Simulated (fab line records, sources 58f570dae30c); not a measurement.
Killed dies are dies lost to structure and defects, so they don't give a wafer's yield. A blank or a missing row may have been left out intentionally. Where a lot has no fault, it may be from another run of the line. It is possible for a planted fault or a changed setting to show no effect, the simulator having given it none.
fab line records | flow berkeleyCmos170
[record] lots = 14 | wafers = 42 | lastDay = 12
route steps=331 shown ACTIVE@72 GATE@131
lots that met no fault: from a run of the same line without faults
startH: hours from the record's opening day to when the first of the lot's shown wafers began | waitH: hours from the lot's prior step to this one | " the same as in the row above | L1.1+2: a single row standing in for several wafers | - no value, or no start given | * or withheld: withheld | < > ~ a bound
route shown NAME@n: names a module that has steps shown in the file, with the first one's number in the route | usual: mean and standard deviation over wafers with no fault | same: alike in all rows | chamber/n: place in a boat | sites: the reading at each site | _std_site: the standard deviation of these | _edge_site: inner sites' mean taken away from outer sites' mean | radiusMm: for every site, how far away it sits from the centre of the wafer | mask NAME#n: copy n | behind: the last tool/chamber to shape the wafer | hold: reason for holding the lot/hours on hold/outcome of the hold | device: transistor that didn't switch, given as n, p or np | end of line: tests run on the same wafers once the route is complete | step lacking rows: just its recipe | killed: at the first sort, the dies lost to defects and structure; wafer yield is something else | map: dies across one wafer; x = killed, . = not, _ = none there
set.NAME: the setting the step ran with; set.NAME@STEP: the setting that earlier step ran with | model.NAME: the simulator's own value behind a step, which no gauge read
one table for each step of the route and one row for each wafer, over a sample of lots
[[steps]]
[step UCB170_ACTIVE_DEVELOP_12]
[recipe] developer = TMAH | developTimeS = 45 | resist = KrF | devTempC = 21
[usual] chillPlateTempC = 22.98/0.11 | developTimeS = 45/0
lot.wafer | tool          | chamber | startH | waitH | chillPlateTempC | developTimeS
L682.3    | lithoTrack-02 | 0       | 80     | -     | 22.94           | 45
L682.4    | "             | 0       | "      | "     | 23.02           | 45
L682.6    | "             | 0       | "      | "     | 22.93           | 45
L683.2    | lithoTrack-04 | 0       | 83     | -     | 22.90           | 45
L683.5    | "             | 0       | "      | "     | 22.90           | 45
L683.6    | "             | 0       | "      | "     | 23.02           | 45
L685.1    | lithoTrack-03 | 0       | 95     | -     | 22.96           | 45
L685.2    | "             | 0       | "      | "     | 22.86           | 45
L685.6    | "             | 0       | "      | "     | 22.88           | 45
L687.1    | lithoTrack-03 | 0       | 102    | -     | 22.94           | 45
L687.4    | "             | 0       | "      | "     | 22.96           | 45
L687.5    | "             | 0       | "      | "     | 22.89           | 45
L686.1    | lithoTrack-04 | 0       | 102    | -     | 23.15           | 45
L686.3    | "             | 0       | "      | "     | 22.89           | 45
L686.6    | "             | 0       | "      | "     | 22.83           | 45
L688.3    | lithoTrack-02 | 0       | 106    | -     | 23.14           | 45
L688.5    | "             | 0       | "      | "     | 22.89           | 45
L688.6    | "             | 0       | "      | "     | 23.02           | 45
L690.2    | lithoTrack-04 | 0       | 122    | -     | 23.00           | 45
L690.4    | "             | 0       | "      | "     | 23.09           | 45
L690.5    | "             | 0       | "      | "     | 23.03           | 45
L694.3    | lithoTrack-03 | 0       | 131    | -     | 23.01           | 45
L694.5    | "             | 0       | 132    | -     | 22.83           | 45
L694.6    | "             | 0       | "      | "     | 22.92           | 45
L695.1    | lithoTrack-02 | 0       | 143    | -     | 22.92           | 45
L695.2    | "             | 0       | "      | "     | 22.96           | 45
L695.3    | "             | 0       | "      | "     | 22.94           | 45
L698.1    | lithoTrack-02 | -       | 160    | -     | -               | -
L698.5    | "             | -       | "      | "     | -               | -
L698.6    | "             | -       | "      | "     | -               | -
L699.1    | lithoTrack-02 | -       | 161    | -     | -               | -
L699.3    | "             | -       | "      | "     | -               | -
L699.6    | "             | -       | "      | "     | -               | -
L700.1    | lithoTrack-03 | 0       | 168    | -     | 23.02           | 45
L700.2    | "             | 0       | "      | "     | 23.10           | 45
L700.6    | "             | 0       | "      | "     | 23.18           | 45
L704.3    | lithoTrack-04 | 0       | 179    | -     | 23.01           | 45
L704.5    | "             | 0       | "      | "     | 22.88           | 45
L704.6    | "             | 0       | "      | "     | 22.99           | 45
L705.3    | lithoTrack-04 | 0       | 193    | -     | 22.95           | 45
L705.5    | "             | 0       | "      | "     | 23.03           | 45
L705.6    | "             | 0       | "      | "     | 22.90           | 45
[step UCB170_ACTIVE_CD_MEAS_13]
[recipe] targetCdNm = 1200
[usual] cdNm = 1200.7/1.6
lot.wafer | tool     | chamber | startH | waitH | cdNm
L682.3    | cdSem-02 | -       | 81.02  | -     | 1199.7
L682.4    | "        | -       | "      | "     | 1199.7
L682.6    | "        | -       | "      | "     | 1200.2
L683.2    | cdSem-02 | -       | 84.03  | -     | 1201.9
L683.5    | "        | -       | "      | "     | 1199.8
L683.6    | "        | -       | "      | "     | 1199.4
L685.1    | cdSem-02 | -       | 95.55  | -     | 1202.0
L685.2    | "        | -       | "      | "     | 1202.3
L685.6    | "        | -       | "      | "     | 1202.9
L687.1    | cdSem-02 | -       | 102.21 | -     | 1201.4
L687.4    | "        | -       | "      | "     | 1201.6
L687.5    | "        | -       | "      | "     | 1199.9
L686.1    | cdSem-01 | -       | 102.25 | -     | 1199.2
L686.3    | "        | -       | "      | "     | 1200.2
L686.6    | "        | -       | "      | "     | 1199.0
L688.3    | cdSem-01 | -       | 106.47 | -     | 1200.8
L688.5    | "        | -       | "      | "     | 1201.2
L688.6    | "        | -       | "      | "     | 1200.1
L690.2    | cdSem-02 | -       | 122.53 | -     | 1201.0
L690.4    | "        | -       | "      | "     | 1202.3
L690.5    | "        | -       | "      | "     | 1201.0
L694.3    | cdSem-01 | -       | 132.11 | -     | 1200.9
L694.5    | "        | -       | "      | "     | 1199.7
L694.6    | "        | -       | "      | "     | 1198.7
L695.1    | cdSem-01 | -       | 143.15 | -     | 1201.5
L695.2    | "        | -       | "      | "     | 1200.6
L695.3    | "        | -       | "      | "     | 1199.4
L698.1    | cdSem-02 | -       | 160.85 | -     | -
L698.5    | "        | -       | "      | "     | -
L698.6    | "        | -       | "      | "     | -
L699.1    | cdSem-01 | -       | 161.13 | -     | -
L699.3    | "        | -       | "      | "     | -
L699.6    | "        | -       | "      | "     | -
L700.1    | cdSem-02 | -       | 168.18 | -     | 1200.6
L700.2    | "        | -       | "      | "     | 1200.3
L700.6    | "        | -       | "      | "     | 1201.0
L704.3    | cdSem-02 | -       | 180.00 | -     | 1200.5
L704.5    | "        | -       | "      | "     | 1200.2
L704.6    | "        | -       | "      | "     | 1201.0
L705.3    | cdSem-02 | -       | 193.44 | -     | 1201.5
L705.5    | "        | -       | "      | "     | 1200.5
L705.6    | "        | -       | "      | "     | 1202.4
[step UCB170_ACTIVE_CD_MEAS_90]
[recipe] targetCdNm = 1200
[usual] cdNm = 1200.6/1.6
lot.wafer | tool     | chamber | startH | waitH | cdNm
L682.3    | cdSem-01 | -       | 81.42  | 0.1   | 1200.0
L682.4    | "        | -       | "      | "     | 1199.5
L682.6    | "        | -       | "      | "     | 1200.1
L683.2    | cdSem-02 | -       | 84.39  | 0.1   | 1201.7
L683.5    | "        | -       | "      | "     | 1199.3
L683.6    | "        | -       | "      | "     | 1198.9
L685.1    | cdSem-02 | -       | 95.90  | 0.1   | 1201.8
L685.2    | "        | -       | "      | "     | 1202.6
L685.6    | "        | -       | "      | "     | 1202.0
L687.1    | cdSem-01 | -       | 102.61 | 0.1   | 1200.5
L687.4    | "        | -       | "      | "     | 1201.3
L687.5    | "        | -       | "      | "     | 1200.0
L686.1    | cdSem-01 | -       | 102.73 | 0.2   | 1198.6
L686.3    | "        | -       | "      | "     | 1199.9
L686.6    | "        | -       | "      | "     | 1198.7
L688.3    | cdSem-02 | -       | 106.82 | 0.1   | 1201.3
L688.5    | "        | -       | "      | "     | 1201.5
L688.6    | "        | -       | "      | "     | 1200.4
L690.2    | cdSem-01 | -       | 122.89 | 0.1   | 1200.7
L690.4    | "        | -       | "      | "     | 1201.9
L690.5    | "        | -       | "      | "     | 1200.7
L694.3    | cdSem-01 | -       | 132.46 | 0.1   | 1200.9
L694.5    | "        | -       | "      | "     | 1199.5
L694.6    | "        | -       | "      | "     | 1199.3
L695.1    | cdSem-02 | -       | 143.50 | 0.1   | 1201.6
L695.2    | "        | -       | "      | "     | 1200.3
L695.3    | "        | -       | "      | "     | 1198.8
L698.1    | cdSem-01 | -       | 161.25 | 0.1   | -
L698.5    | "        | -       | "      | "     | -
L698.6    | "        | -       | "      | "     | -
L699.1    | cdSem-01 | -       | 161.49 | 0.1   | -
L699.3    | "        | -       | "      | "     | -
L699.6    | "        | -       | "      | "     | -
L700.1    | cdSem-01 | -       | 168.54 | 0.1   | 1200.5
L700.2    | "        | -       | "      | "     | 1200.3
L700.6    | "        | -       | "      | "     | 1201.0
L704.3    | cdSem-01 | -       | 180.35 | 0.1   | 1200.5
L704.5    | "        | -       | "      | "     | 1200.3
L704.6    | "        | -       | "      | "     | 1200.8
L705.3    | cdSem-02 | -       | 193.79 | 0.1   | 1201.0
L705.5    | "        | -       | "      | "     | 1200.8
L705.6    | "        | -       | "      | "     | 1202.7
[step UCB170_GATE_THK_MEAS_05]
[recipe] reads = poly-Si_of_GATE_CVD_04
[usual] GATE_POLY_THK = 214.4/2.3
lot.wafer | tool         | chamber | startH | waitH | GATE_POLY_THK[nm]
L683.2    | filmMetro-02 | -       | 124.83 | 0.0   | 214.0
L683.5    | "            | -       | "      | "     | 213.8
L683.6    | "            | -       | "      | "     | 212.9
L682.3    | filmMetro-01 | -       | 124.84 | 0.0   | 211.0
L682.4    | "            | -       | "      | "     | 211.4
L682.6    | "            | -       | "      | "     | 211.1
L685.1    | filmMetro-02 | -       | 133.63 | 0.0   | 214.9
L685.2    | "            | -       | "      | "     | 215.8
L685.6    | "            | -       | "      | "     | 215.1
L686.1    | filmMetro-04 | -       | 142.69 | 0.0   | 210.4
L686.3    | "            | -       | "      | "     | 211.8
L686.6    | "            | -       | "      | "     | 211.8
L687.1    | filmMetro-02 | -       | 142.69 | 0.0   | 214.5
L687.4    | "            | -       | "      | "     | 215.5
L687.5    | "            | -       | "      | "     | 214.5
L688.3    | filmMetro-04 | -       | 149.89 | 0.0   | 213.6
L688.5    | "            | -       | "      | "     | 212.6
L688.6    | "            | -       | "      | "     | 212.8
L690.2    | filmMetro-01 | -       | 167.37 | 0.0   | 218.8
L690.4    | "            | -       | "      | "     | 216.5
L690.5    | "            | -       | "      | "     | 217.9
L694.3    | filmMetro-02 | -       | 172.17 | 0.0   | 216.2
L694.5    | "            | -       | "      | "     | 217.9
L694.6    | "            | -       | "      | "     | 218.1
L695.1    | filmMetro-04 | -       | 190.64 | 0.0   | 213.2
L695.2    | "            | -       | "      | "     | 212.7
L695.3    | "            | -       | "      | "     | 213.2
L700.1    | filmMetro-02 | -       | 210.63 | 0.0   | 212.0
L700.2    | "            | -       | "      | "     | 211.9
L700.6    | "            | -       | "      | "     | 211.6
L704.3    | filmMetro-04 | -       | 226.57 | 0.0   | 214.2
L704.5    | "            | -       | "      | "     | 215.7
L704.6    | "            | -       | "      | "     | 213.1
L705.3    | filmMetro-04 | -       | 233.20 | 0.0   | 214.3
L705.5    | "            | -       | "      | "     | 213.3
L705.6    | "            | -       | "      | "     | 213.7
[[key]]
[firstSign] step = UCB170_ACTIVE_DEVELOP_12 | reading = toolRecord | direction = missing
effect none on later readings
metAt UCB170_ACTIVE_DEVELOP_12
struckLots L698,L699
laterRowsLeftOut L698.1,L698.5,L698.6,L699.1,L699.3,L699.6
sortLeftOut L698.1,L698.5,L698.6,L699.1,L699.3,L699.6
testerLeftOut L698,L699
notActingAt UCB170_ACTIVE_CD_MEAS_13,UCB170_ACTIVE_CD_MEAS_90,UCB170_GATE_THK_MEAS_05
onsetBetween 143 160
[fault] kind = skippedStepWhole | tool = lithoTrack-02 | chamber = - | onsetH = 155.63 | steps = UCB170_ACTIVE_DEVELOP_12 | scope = struckLotsOnly
// testerLeftOut: of these lots the tester's yield and bins aren't shown, on N5 and GAA mostly nor the transistor test; their killed dies are dies lost to structure and defects alone, not to doping, threshold or leakage, so they don't give the yield
// sortLeftOut: the simulated sort isn't trusted on such a fault, so these wafers' sort isn't shown, and their yield isn't known
// laterRowsLeftOut: the simulator's readings of these wafers behind a module that went badly wrong aren't trusted and aren't shown, but for the sort
